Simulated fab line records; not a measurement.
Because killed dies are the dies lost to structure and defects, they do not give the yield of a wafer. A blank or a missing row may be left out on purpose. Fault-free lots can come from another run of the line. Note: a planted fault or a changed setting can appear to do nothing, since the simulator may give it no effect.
2 desks, one fault	flow rit cmos	numbers are kept per desk, each desk with only its own; the story behind them comes last

## TOOL OWNER'S DESK, litho track-01
The tool's own readings at RIT_CONTACT_COAT_03 (resist thk 1000 nm): means of the sampled wafers that have a number, for each lot that ran on this tool. Any lot whose mean is over 4 standard deviations away from the usual mean is out of limits and marked OUT; that distance is given in the brackets.
Columns: A = exhaust pa at RIT_CONTACT_COAT_03, usual 45.0 Pa; B = resist line temp C at RIT_CONTACT_COAT_03, usual 22.99 C
lot	first seen here	A	B
L676	day 4 01:07	45.4	23.01
L682	day 5 05:59	45.2	22.96
L685	day 5 22:40	44.2	23.02
Result from this desk: across the 3 lots, nothing is out of limits.

## THE METROLOGY DESK
Lot by lot, what the gauges showed, no matter which tool ran the lot: averages of those sampled wafers that carry a number. Any lot whose mean is over 4 standard deviations away from the usual mean is out of limits and marked OUT; that distance is given in the brackets.
Columns: A = PLDD_RS at RIT_SDANNEAL_RS_MEAS_06, usual 178.6 ohm/sq; B = NLDD_RS at RIT_SDANNEAL_RS_MEAS_07, usual 151.6 ohm/sq; C = SILICIDE_TI_RS at RIT_SILICIDE_RS_MEAS_02, usual 47.7 ohm/sq; D = SILICIDE_TI_THK at RIT_SILICIDE_THK_MEAS_03, usual 30.1 nm; E = CONTACT_TEOS_THK at RIT_CONTACT_THK_MEAS_01, usual 400 nm; F = cd nm at RIT_CONTACT_CD_MEAS_08, usual 1000.5 nm; G = CONTACT_OVL at RIT_CONTACT_OVL_MEAS_09, usual 0.4 nm
lot	first seen here	A	B	C	D	E	F	G
L672	day 3 03:11	178.0	151.3	47.5	30.4	403	999.4	-0.2
L676	day 4 00:02	178.7	151.9	47.3	30.1	398	1003.0	-0.6
L682	day 5 04:58	178.7	151.7	48.5	29.8	400	998.4	0.8
L685	day 5 21:31	178.3	151.6	48.2	29.9	405	998.4	1.3
L689	day 6 14:30	178.2	151.5	47.1	30.5	401	999.0	2.2
L691	day 7 02:14	178.7	151.4	48.2	30.1	394	1000.8	-0.5
Result from this desk: across the 6 lots, nothing is out of limits.

## PUT TOGETHER
The desk of the tool owner found nothing out of limits.
From the metrology desk's view, nothing was out of limits.

## WHAT THE SIMULATOR PUT IN
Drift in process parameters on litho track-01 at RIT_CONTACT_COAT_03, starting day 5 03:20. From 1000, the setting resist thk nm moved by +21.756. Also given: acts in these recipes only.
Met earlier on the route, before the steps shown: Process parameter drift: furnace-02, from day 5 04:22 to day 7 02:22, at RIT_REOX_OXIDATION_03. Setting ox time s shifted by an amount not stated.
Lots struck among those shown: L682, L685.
